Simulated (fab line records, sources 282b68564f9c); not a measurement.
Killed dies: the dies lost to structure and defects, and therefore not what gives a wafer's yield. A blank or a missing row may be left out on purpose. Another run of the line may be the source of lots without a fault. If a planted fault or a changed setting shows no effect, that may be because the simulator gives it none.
fab line records :: flow rit_cmos
[record]
  lots = 14
  wafers = 42
  last_day = 7
route steps=202 shown PWELL@47 M1@202
lots that met no fault: taken from a fault-free run of the same line
start_h: hours from the record's opening day to when the first of the lot's shown wafers began :: wait_h: hours elapsed since this lot's preceding step :: " identical to the entry in the row above :: L1.1+2: a row that stands for several wafers :: - no value present, or no start provided :: * or withheld: withheld :: < > ~ a bound
route shown NAME@n: names a module that has steps shown in the file, with the first one's number in the route :: usual: mean/standard deviation taken from wafers without a fault :: same: alike in all rows :: chamber/n: place in a boat :: sites: each site's reading :: _std_site: standard deviation across them :: _edge_site: the outer-site mean with the inner-site mean subtracted :: radius_mm: for every site, how far away it sits from the centre of the wafer :: mask NAME#n: copy n :: behind: the last tool/chamber to shape the wafer :: hold: reason for holding the lot/hours on hold/outcome of the hold :: device: the transistor (n, p or np) that didn't switch :: end of line: the route-end tests of the same wafers :: a step given without rows: its recipe and nothing more :: killed: dies lost to structure and defects at the first sort, not the wafer's yield :: map: a wafer's dies, marking killed ones x, the rest . and places with no die _
set.NAME: the setting as run; set.NAME@STEP: as run at that earlier step :: model.NAME: the simulator's own value behind a step, which no gauge read
one table for each step of the route and one row for each wafer, over a sample of lots
services: when a tool's chamber went out of use (start_h, in hours from the record's first day, below 0 if earlier), for how many hours, and the reason
[[steps]]
[step RIT_PWELL_IMPLANT_08]
[recipe]
  species = B
  energy_kev = 170
  dose_cm2 = 7e+13
  tilt_deg = 7
lot.wafer: L292.1+4+6
tool: implanter-03
chamber: 0
start_h: 23.90
wait_h: 0.2

lot.wafer: L293.1+3+4
tool: implanter-03
chamber: 0
start_h: 29.32
wait_h: 0.2

lot.wafer: L294.2+4+6
tool: implanter-03
chamber: 0
start_h: 32.53
wait_h: 0.2

lot.wafer: L296.2+4+6
tool: implanter-02
chamber: 0
start_h: 43.87
wait_h: 0.2

lot.wafer: L297.1+2+5
tool: implanter-03
chamber: 0
start_h: 52.33
wait_h: 0.2

lot.wafer: L298.1+2+6
tool: implanter-02
chamber: 0
start_h: 55.49
wait_h: 0.2

lot.wafer: L299.3+4+6
tool: implanter-02
chamber: 0
start_h: 59.32
wait_h: 0.2

lot.wafer: L300.2+3+6
tool: implanter-01
chamber: 0
start_h: 62.92
wait_h: 0.2

lot.wafer: L301.3+4+6
tool: implanter-03
chamber: 0
start_h: 69.94
wait_h: 0.2

lot.wafer: L302.1+2+6
tool: implanter-03
chamber: 0
start_h: 74.73
wait_h: 0.2

lot.wafer: L303.1+3+5
tool: implanter-03
chamber: 0
start_h: 79.93
wait_h: 0.2

lot.wafer: L304.1+2+4
tool: implanter-03
chamber: 0
start_h: 84.38
wait_h: 0.2

lot.wafer: L313.2+3+4
tool: implanter-02
chamber: 0
start_h: 128.20
wait_h: 0.2

lot.wafer: L315.3+4+5
tool: implanter-02
chamber: 0
start_h: 141.10
wait_h: 0.2
[step RIT_WELLDRIVE_RS_MEAS_02]
[recipe]
  thk_meas_gauge = four-point-probe
[usual]
  PWELL_RS = 429.1/1.3
lot.wafer: L292.1
tool: film_metro-01
chamber: -
start_h: 30.49
wait_h: 0.1
hold: -
PWELL_RS[ohm/sq]: 428.4

lot.wafer: L292.4
tool: film_metro-01
chamber: -
start_h: 30.49
wait_h: 0.1
hold: -
PWELL_RS[ohm/sq]: 428.2

lot.wafer: L292.6
tool: film_metro-01
chamber: -
start_h: 30.49
wait_h: 0.1
hold: -
PWELL_RS[ohm/sq]: 428.1

lot.wafer: L293.1
tool: film_metro-02
chamber: -
start_h: 35.46
wait_h: 0.1
hold: -
PWELL_RS[ohm/sq]: 430.0

lot.wafer: L293.3
tool: film_metro-02
chamber: -
start_h: 35.46
wait_h: 0.1
hold: -
PWELL_RS[ohm/sq]: 429.2

lot.wafer: L293.4
tool: film_metro-02
chamber: -
start_h: 35.46
wait_h: 0.1
hold: -
PWELL_RS[ohm/sq]: 429.3

lot.wafer: L294.2
tool: film_metro-02
chamber: -
start_h: 38.15
wait_h: 0.1
hold: -
PWELL_RS[ohm/sq]: 428.3

lot.wafer: L294.4
tool: film_metro-02
chamber: -
start_h: 38.15
wait_h: 0.1
hold: -
PWELL_RS[ohm/sq]: 428.1

lot.wafer: L294.6
tool: film_metro-02
chamber: -
start_h: 38.15
wait_h: 0.1
hold: -
PWELL_RS[ohm/sq]: 428.8

lot.wafer: L296.2
tool: film_metro-04
chamber: -
start_h: 49.67
wait_h: 0.1
hold: -
PWELL_RS[ohm/sq]: 428.0

lot.wafer: L296.4
tool: film_metro-04
chamber: -
start_h: 49.67
wait_h: 0.1
hold: -
PWELL_RS[ohm/sq]: 427.8

lot.wafer: L296.6
tool: film_metro-04
chamber: -
start_h: 49.67
wait_h: 0.1
hold: -
PWELL_RS[ohm/sq]: 429.2

lot.wafer: L297.1
tool: film_metro-02
chamber: -
start_h: 57.92
wait_h: 0.1
hold: -
PWELL_RS[ohm/sq]: 428.2

lot.wafer: L297.2
tool: film_metro-02
chamber: -
start_h: 57.92
wait_h: 0.1
hold: -
PWELL_RS[ohm/sq]: 428.4

lot.wafer: L297.5
tool: film_metro-02
chamber: -
start_h: 57.92
wait_h: 0.1
hold: -
PWELL_RS[ohm/sq]: 429.3

lot.wafer: L298.1
tool: film_metro-01
chamber: -
start_h: 62.26
wait_h: 0.1
hold: -
PWELL_RS[ohm/sq]: 430.1

lot.wafer: L298.2
tool: film_metro-01
chamber: -
start_h: 62.26
wait_h: 0.1
hold: -
PWELL_RS[ohm/sq]: 431.0

lot.wafer: L298.6
tool: film_metro-01
chamber: -
start_h: 62.26
wait_h: 0.1
hold: -
PWELL_RS[ohm/sq]: 432.0

lot.wafer: L299.3
tool: film_metro-01
chamber: -
start_h: 64.96
wait_h: 0.1
hold: -
PWELL_RS[ohm/sq]: 428.7

lot.wafer: L299.4
tool: film_metro-01
chamber: -
start_h: 64.96
wait_h: 0.1
hold: -
PWELL_RS[ohm/sq]: 429.5

lot.wafer: L299.6
tool: film_metro-01
chamber: -
start_h: 64.96
wait_h: 0.1
hold: -
PWELL_RS[ohm/sq]: 428.3

lot.wafer: L300.2
tool: film_metro-02
chamber: -
start_h: 69.75
wait_h: 0.1
hold: -
PWELL_RS[ohm/sq]: 428.3

lot.wafer: L300.3
tool: film_metro-02
chamber: -
start_h: 69.75
wait_h: 0.1
hold: -
PWELL_RS[ohm/sq]: 428.7

lot.wafer: L300.6
tool: film_metro-02
chamber: -
start_h: 69.75
wait_h: 0.1
hold: -
PWELL_RS[ohm/sq]: 429.7

lot.wafer: L301.3
tool: film_metro-01
chamber: -
start_h: 76.09
wait_h: 0.1
hold: -
PWELL_RS[ohm/sq]: 426.4

lot.wafer: L301.4
tool: film_metro-01
chamber: -
start_h: 76.09
wait_h: 0.1
hold: -
PWELL_RS[ohm/sq]: 426.9

lot.wafer: L301.6
tool: film_metro-01
chamber: -
start_h: 76.09
wait_h: 0.1
hold: -
PWELL_RS[ohm/sq]: 427.6

lot.wafer: L302.1
tool: film_metro-02
chamber: -
start_h: 81.36
wait_h: 0.1
hold: -
PWELL_RS[ohm/sq]: 427.3

lot.wafer: L302.2
tool: film_metro-02
chamber: -
start_h: 81.36
wait_h: 0.1
hold: -
PWELL_RS[ohm/sq]: 427.7

lot.wafer: L302.6
tool: film_metro-02
chamber: -
start_h: 81.36
wait_h: 0.1
hold: -
PWELL_RS[ohm/sq]: 427.4

lot.wafer: L303.1
tool: film_metro-04
chamber: -
start_h: 86.44
wait_h: 0.1
hold: await_dispo/0.2h/release
PWELL_RS[ohm/sq]: 435.8

lot.wafer: L303.3
tool: film_metro-04
chamber: -
start_h: 86.44
wait_h: 0.1
hold: await_dispo/0.2h/release
PWELL_RS[ohm/sq]: 436.7

lot.wafer: L303.5
tool: film_metro-04
chamber: -
start_h: 86.44
wait_h: 0.1
hold: await_dispo/0.2h/release
PWELL_RS[ohm/sq]: 436.0

lot.wafer: L303.1
tool: film_metro-04
chamber: -
start_h: 86.73
wait_h: 0.3
hold: -
PWELL_RS[ohm/sq]: 435.7

lot.wafer: L303.3
tool: film_metro-04
chamber: -
start_h: 86.73
wait_h: 0.3
hold: -
PWELL_RS[ohm/sq]: 436.5

lot.wafer: L303.5
tool: film_metro-04
chamber: -
start_h: 86.73
wait_h: 0.3
hold: -
PWELL_RS[ohm/sq]: 435.0

lot.wafer: L304.1
tool: film_metro-01
chamber: -
start_h: 89.96
wait_h: 0.1
hold: await_dispo/0.2h/release
PWELL_RS[ohm/sq]: 435.2

lot.wafer: L304.2
tool: film_metro-01
chamber: -
start_h: 89.96
wait_h: 0.1
hold: await_dispo/0.2h/release
PWELL_RS[ohm/sq]: 435.6

lot.wafer: L304.4
tool: film_metro-01
chamber: -
start_h: 89.96
wait_h: 0.1
hold: await_dispo/0.2h/release
PWELL_RS[ohm/sq]: 436.9

lot.wafer: L304.1
tool: film_metro-01
chamber: -
start_h: 90.36
wait_h: 0.4
hold: -
PWELL_RS[ohm/sq]: 435.4

lot.wafer: L304.2
tool: film_metro-01
chamber: -
start_h: 90.36
wait_h: 0.4
hold: -
PWELL_RS[ohm/sq]: 435.6

lot.wafer: L304.4
tool: film_metro-01
chamber: -
start_h: 90.36
wait_h: 0.4
hold: -
PWELL_RS[ohm/sq]: 436.0

lot.wafer: L313.2
tool: film_metro-04
chamber: -
start_h: 133.78
wait_h: 0.1
hold: -
PWELL_RS[ohm/sq]: 429.4

lot.wafer: L313.3
tool: film_metro-04
chamber: -
start_h: 133.78
wait_h: 0.1
hold: -
PWELL_RS[ohm/sq]: 428.9

lot.wafer: L313.4
tool: film_metro-04
chamber: -
start_h: 133.78
wait_h: 0.1
hold: -
PWELL_RS[ohm/sq]: 429.5

lot.wafer: L315.3
tool: film_metro-01
chamber: -
start_h: 147.71
wait_h: 0.1
hold: -
PWELL_RS[ohm/sq]: 430.2

lot.wafer: L315.4
tool: film_metro-01
chamber: -
start_h: 147.71
wait_h: 0.1
hold: -
PWELL_RS[ohm/sq]: 430.0

lot.wafer: L315.5
tool: film_metro-01
chamber: -
start_h: 147.71
wait_h: 0.1
hold: -
PWELL_RS[ohm/sq]: 431.2
[step RIT_M1_PROBE_99]
[usual]
  killed_at_contacts = 0.0/0.2
  killed_at_front_end = 6.6/2.9
  killed_dies = 6.6/3
  killed_open = 3.4/2
  killed_short = 3.2/2
[same]
  gross_dies = 264
  killed_at_M0_to_M3 = 0
  killed_at_M4_up = 0
  killed_at_back_side = 0
  killed_at_other = 0
lot.wafer: L303.3
tool: prober-01
chamber: -
start_h: 135.31
wait_h: 0.2
killed_at_contacts: 0
killed_at_front_end: 6
killed_dies: 6
killed_open: 2
killed_short: 4

lot.wafer: L304.1
tool: prober-02
chamber: -
start_h: 136.48
wait_h: 0.1
killed_at_contacts: 0
killed_at_front_end: 11
killed_dies: 11
killed_open: 6
killed_short: 5

lot.wafer: L304.2
tool: prober-02
chamber: -
start_h: 136.53
wait_h: 0.1
killed_at_contacts: 0
killed_at_front_end: 5
killed_dies: 5
killed_open: 1
killed_short: 4

lot.wafer: L304.4
tool: prober-02
chamber: -
start_h: 136.63
wait_h: 0.2
killed_at_contacts: 0
killed_at_front_end: 11
killed_dies: 11
killed_open: 8
killed_short: 3
// killed by level:class
L303.3 FOX1:geometric_particle:open=2 SILICIDE:geometric_particle:short=2 GATE:geometric_particle:short=1 REOX:geometric_particle:short=1
L304.1 GATE:geometric_particle:open=3 REOX:geometric_particle:short=3 SILICIDE:geometric_particle:open=3 GATE:geometric_particle:short=1 SILICIDE:geometric_particle:short=1
L304.2 SILICIDE:geometric_particle:short=3 GATE:geometric_particle:short=1 SPACER:geometric_particle:open=1
L304.4 GATE:geometric_particle:open=5 FOX1:geometric_particle:open=2 FOX1:geometric_particle:short=2 SILICIDE:geometric_particle:open=1 SILICIDE:geometric_particle:short=1
[[services]]
tool: implanter-02
chamber: -
start_h: 2.46
hours: 3.5
kind: repair

tool: implanter-02
chamber: -
start_h: 7.95
hours: 3.0
kind: pm

tool: implanter-01
chamber: -
start_h: 42.13
hours: 3.2
kind: pm

tool: implanter-01
chamber: -
start_h: 72.81
hours: 2.4
kind: repair

tool: implanter-02
chamber: -
start_h: 91.68
hours: 6.2
kind: repair

tool: implanter-01
chamber: -
start_h: 109.16
hours: 29.6
kind: pm

tool: implanter-03
chamber: -
start_h: 136.38
hours: 6.0
kind: pm
[[key]]
[first_sign]
  step = RIT_WELLDRIVE_RS_MEAS_02
  reading = visit
  direction = added
[effect]
  step = RIT_WELLDRIVE_RS_MEAS_02
  reading = PWELL_RS
  direction = up
  sigmas = 5.5
  usual = 429.1
  struck = 436.0
met_at RIT_PWELL_IMPLANT_08
struck_lots L303,L304
rows_end L303.1,L303.5
tester_left_out L303,L304
onset_between 74.73 79.93
[fault]
  kind = process_parameter_drift
  tool = implanter-03
  chamber = -
  onset_h = 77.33
  steps = RIT_PWELL_IMPLANT_08
  channel = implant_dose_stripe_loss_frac
  offset = 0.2
  shape = step
  end_h = 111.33
// tester_left_out: of these lots the tester's yield and bins aren't shown, on N5 and GAA mostly nor the transistor test; their killed dies are dies lost to structure and defects alone, not to doping, threshold or leakage, so they don't give the yield
// rows_end: these wafers met a further fault down the route, and their rows from its step on are left out
